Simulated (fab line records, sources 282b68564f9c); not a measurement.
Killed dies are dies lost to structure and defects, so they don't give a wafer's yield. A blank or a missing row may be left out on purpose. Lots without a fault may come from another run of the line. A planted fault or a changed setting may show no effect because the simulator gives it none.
fab line records | flow rit_cmos
record lots=14 wafers=42 last_day=7
route steps=202 shown NRETRO@54 M1@202
lots that met no fault: from a run of the same line without faults
start_h: hours from the record's first day to the start of the lot's first wafer shown | wait_h: hours since the lot's step before | " the same as in the row above | L1.1+2: a row that stands for several wafers | - no value, or no start given | * or withheld: withheld | < > ~ a bound
route shown NAME@n: a module of which the file shows steps, and the number in the route of the first | usual: mean/standard deviation of fault-free wafers | same: alike in all rows | chamber/n: place in a boat | sites: the reading at each site | _std_site: their standard deviation | _edge_site: outer sites' mean less inner sites' | radius_mm: how far each site lies from the wafer's centre | mask NAME#n: copy n | behind: the tool/chamber that last shaped the wafer | hold: why the lot was held/for how many hours/how that ended | device: the transistor (n, p or np) that didn't switch | end of line: the same wafers' tests at the end of the route | a step without rows: its recipe alone | killed: dies lost to structure and defects at the first sort, not the wafer's yield | map: a wafer's dies, x killed, . not, _ none there
set.NAME: the setting as run; set.NAME@STEP: as run at that earlier step | model.NAME: the simulator's own value behind a step, which no gauge read
steps of the route over a sample of lots; a table a step, a row a wafer
## steps
# step RIT_NRETRO_COAT_01
# recipe resist=NOVOLAK spin_rpm=2000 resist_thk_nm=1300
# usual spin_speed_rpm=2000.1/1.3
# columns lot.wafer tool chamber start_h wait_h spin_speed_rpm
L305.1 litho_track-01 0 34.23 0.1 2000.3
L305.3 " 0 " " 2001.9
L305.6 " 0 " " 2001.5
L307.3 litho_track-02 0 47.87 0.1 2000.4
L307.5 " 0 " " 1997.7
L307.6 " 0 " " 1998.0
L309.2 litho_track-01 0 59.23 0.1 2083.9
L309.3 " 0 " " 2084.6
L309.4 " 0 " " 2084.0
L311.3 litho_track-02 0 64.59 0.1 2000.7
L311.4 " 0 " " 1999.5
L311.5 " 0 " " 1999.2
L313.1 litho_track-01 0 73.21 0.1 2083.6
L313.4 " 0 " " 2083.9
L313.5 " 0 " " 2081.5
L316.1 litho_track-02 0 90.69 0.1 2000.9
L316.2 " 0 " " 2000.5
L316.6 " 0 " " 2000.6
L318.1 litho_track-03 0 100.01 0.1 2000.4
L318.2 " 0 " " 1999.9
L318.6 " 0 " " 2000.4
L319.3 litho_track-03 0 105.14 0.1 2000.4
L319.4 " 0 " " 2001.8
L319.6 " 0 " " 2001.0
L320.2 litho_track-02 0 108.48 0.1 1999.9
L320.5 " 0 " " 2000.5
L320.6 " 0 " " 2000.9
L322.2 litho_track-02 0 119.21 0.1 2001.5
L322.3 " 0 " " 2000.3
L322.6 " 0 " " 2001.2
L323.1 litho_track-02 0 124.64 0.1 1998.6
L323.2 " 0 " " 2002.5
L323.4 " 0 " " 2001.6
L324.1 litho_track-02 0 130.46 0.1 2001.0
L324.3 " 0 " " 2000.7
L324.6 " 0 " " 2000.8
L326.2 litho_track-03 0 140.36 0.1 2001.2
L326.4 " 0 " " 1999.3
L326.6 " 0 " " 1997.6
L327.1 litho_track-03 0 145.41 0.1 2002.6
L327.4 " 0 " " 2002.3
L327.6 " 0 " " 2002.0
# step RIT_M1_PROBE_99
# usual killed_at_M0_to_M3=0.0/0.12 killed_at_contacts=0.1/0.25 killed_at_front_end=8/3.3 killed_dies=8/3.3 killed_open=3.9/2.1 killed_short=3.8/2.2
# same gross_dies=264 killed_at_M4_up=0 killed_at_back_side=0 killed_at_other=0
# columns lot.wafer tool chamber start_h wait_h killed_at_M0_to_M3 killed_at_contacts killed_at_front_end killed_dies killed_open killed_short
L316.1 prober-02 - 121.49 0.1 0 0 7 7 3 4
L316.2 prober-02 - 121.54 0.1 0 0 4 4 2 2
L316.6 prober-02 - 121.74 0.2 0 0 9 9 3 6
# killed by level:class
L316.1 GATE:geometric_particle:open=2 SILICIDE:geometric_particle:short=2 GATE:geometric_particle:short=1 SPACER:geometric_particle:open=1 SPACER:geometric_particle:short=1
L316.2 REOX:geometric_particle:short=2 FOX2:geometric_particle:open=1 REOX:geometric_particle:open=1
L316.6 FOX2:geometric_particle:short=4 SILICIDE:geometric_particle:open=2 FOX1:geometric_particle:open=1 GATE:geometric_particle:short=1 SILICIDE:geometric_particle:short=1
## key
first_sign step=RIT_NRETRO_COAT_01 reading=spin_speed_rpm direction=up sigmas=64 usual=2000.1 struck=2083.6
effect none on later readings
met_at RIT_NRETRO_COAT_01
struck_lots L309,L313
tester_left_out L309,L313
onset_between 34.23 59.23
fault kind=process_parameter_drift tool=litho_track-01 chamber=- onset_h=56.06 steps=RIT_NRETRO_COAT_01 channel=spin_rpm offset=84.024 shape=step end_h=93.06 acts_in=these_recipes_only stated=2000
# tester_left_out: of these lots the tester's yield and bins aren't shown, on N5 and GAA mostly nor the transistor test; their killed dies are dies lost to structure and defects alone, not to doping, threshold or leakage, so they don't give the yield
